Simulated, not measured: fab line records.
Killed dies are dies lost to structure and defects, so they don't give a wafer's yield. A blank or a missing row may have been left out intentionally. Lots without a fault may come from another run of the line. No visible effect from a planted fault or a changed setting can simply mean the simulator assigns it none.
A lot that was struck, set against a sound lot	flow rit_cmos	28 steps out of a route of 202
Sound: these wafers, L359.2, L359.5, L359.6. Wafers L365.2, L365.3, L365.5 were the ones struck. Last of all comes the cause.
Per side, at each step with rows, come the tool, then ch with its chambers, and then its first start. Under that, the readings that differ: sound wafers	struck wafers	difference of the means	sigmas: that difference in standard deviations of wafers without a fault.
alike: a reading whose means differ by less than 2 such deviations, as well as words and numbers matching on both sides. not compared: withheld readings; readings where some wafer has no value; bounds like >300 that might hide an equal value; numbers whose values overlap and for which the record gives no deviation.
A row with sigmas, a row that says differs or no value, or rows on one side alone: a step with any of these is where the two part. Numbers that don't overlap but have no deviation are shown without sigmas and don't part them. A reading missing from all wafers of one side parts the sides only when that side holds two or more wafers.

RIT_ACTIVE_BOW_MEAS_00:
  sound: film_metro-04 at day 2 01:01; struck: film_metro-02 at day 3 07:01
  alike: INCOMING_BOW
RIT_ACTIVE_OXIDATION_01: target thk 46.8 nm, ox time 3360 s.
  sound on furnace-01 ch 0, day 2 01:07; struck on furnace-01 ch 0, day 3 11:57
  alike: spike_tc_centre_C
RIT_ACTIVE_THK_MEAS_02:
  sound: film_metro-02 at day 2 03:04; struck: film_metro-01 at day 3 13:54
reading	sound	struck	difference	sigmas
ACTIVE_OXIDE_THK (nm)	47.7 46.1 46.9	75.6 76.3 74.7	+28.6	+35
then, 1 step without rows for these wafers: RIT_ACTIVE_CVD_03 (deposits Si3N4 from SiH2Cl2/NH3, target thk 150 nm, time 1500 s).
RIT_ACTIVE_THK_MEAS_04:
  sound: film_metro-02 at day 2 04:32; struck: film_metro-01 at day 3 16:11
  alike: ACTIVE_NITRIDE_THK
then, 6 steps without rows for these wafers: RIT_ACTIVE_HMDS_05 (prime time 60 s); RIT_ACTIVE_COAT_06 (resist thk 1009 nm); RIT_ACTIVE_SOFTBAKE_07 (time 60 s); RIT_ACTIVE_EXPOSE_08 (exposes mask M1, target cd 1400 nm); RIT_ACTIVE_PEB_09; RIT_ACTIVE_DEVELOP_10 (develop time 50 s).
RIT_ACTIVE_CD_MEAS_11 targets a cd of 1400 nm.
  sound: cd_sem-02 at day 2 05:35; struck: cd_sem-01 at day 3 17:15
  alike: cd_nm
then, 1 step without rows for these wafers: RIT_ACTIVE_HARDBAKE_12 (time 60 s).
RIT_ACTIVE_ETCH_13: etches Si3N4 in SF6, stops on SiO2, time 210 s, target depth 210 nm.
  sound on rie_diel-01 ch 1,2,3, day 2 05:50; struck on rie_diel-03 ch 0,1, day 3 17:32
reading	sound	struck	difference	sigmas
model.SiO2_of_ACTIVE_OXIDATION_01.thk_nm (nm)	47.66 46.09 46.62	75.61 76.22 74.79	+28.75	
  alike: drypump_motor_current_A, oes_product_au, throttle_valve_pct
  not compared: rf_hours_counter_h
RIT_ACTIVE_STRIP_14: strips in O2, time 180 s.
  sound on plasma_asher-02 ch 0,1, day 2 05:58; struck on plasma_asher-03 ch 0,1, day 3 17:41
  alike: drypump_motor_current_A
  not compared: rf_hours_counter_h
RIT_ACTIVE_CD_MEAS_90 targets a cd of 1400 nm.
  sound: cd_sem-02 at day 2 06:10; struck: cd_sem-01 at day 3 17:52
  alike: cd_nm
then, 4 steps without rows for these wafers: RIT_ACTIVE_CLEAN_15 (cleans in SC1, time 600 s); RIT_ACTIVE_CLEAN_16 (cleans in dHF, time 30 s); RIT_ACTIVE_CLEAN_17 (cleans in SC2, time 600 s); RIT_FOX1_OXIDATION_00 (target thk 350.7 nm, ox time 1130 s).
RIT_FOX1_THK_MEAS_01:
  sound: film_metro-04 at day 2 08:57; struck: film_metro-03 at day 3 20:53
  alike: FOX1_OXIDE_THK
then, 2 steps without rows for these wafers: RIT_FOX1_WET_ETCH_02 (etches SiO2 in BOE, target depth 350 nm, time 390 s); RIT_FOX2_OXIDATION_00 (target thk 350.7 nm, ox time 1130 s).
RIT_FOX2_THK_MEAS_01:
  sound: film_metro-04 at day 2 10:35; struck: film_metro-03 at day 3 22:35
reading	sound	struck	difference	sigmas
FOX2_OXIDE_THK (nm)	357 363 358	348 351 345	-11	-2
then, 1 step without rows for these wafers: RIT_FOX2_CLEAN_02 (cleans in dHF, time 180 s).
RIT_FOX2_WET_ETCH_03: etches Si3N4 in H3PO4, target depth 195 nm, time 2700 s.
  sound on wet_bench-04 ch 3, day 2 10:41; struck on wet_bench-03 ch 3, day 3 22:41
reading	sound	struck	difference	sigmas
model.SiO2_of_ACTIVE_OXIDATION_01.thk_nm (nm)	42.45 41.06 41.54	67.09 67.58 66.31	+25.31	
RIT_FOX2_THK_MEAS_90:
  sound: film_metro-02 at day 2 11:31; struck: film_metro-03 at day 3 23:28
reading	sound	struck	difference	sigmas
FIELD_OXIDE_LEFT_1_THK (nm)	330 336 331	320 324 318	-12	-2
RIT_M1_PROBE_99:
  the record has rows for the struck wafers here (prober-02, day 5 21:13) and none for the sound ones

== WHERE THEY PART ==
Last at RIT_M1_PROBE_99 as far as this record goes, first at RIT_ACTIVE_THK_MEAS_02.

WHY: what had been put in by the simulator
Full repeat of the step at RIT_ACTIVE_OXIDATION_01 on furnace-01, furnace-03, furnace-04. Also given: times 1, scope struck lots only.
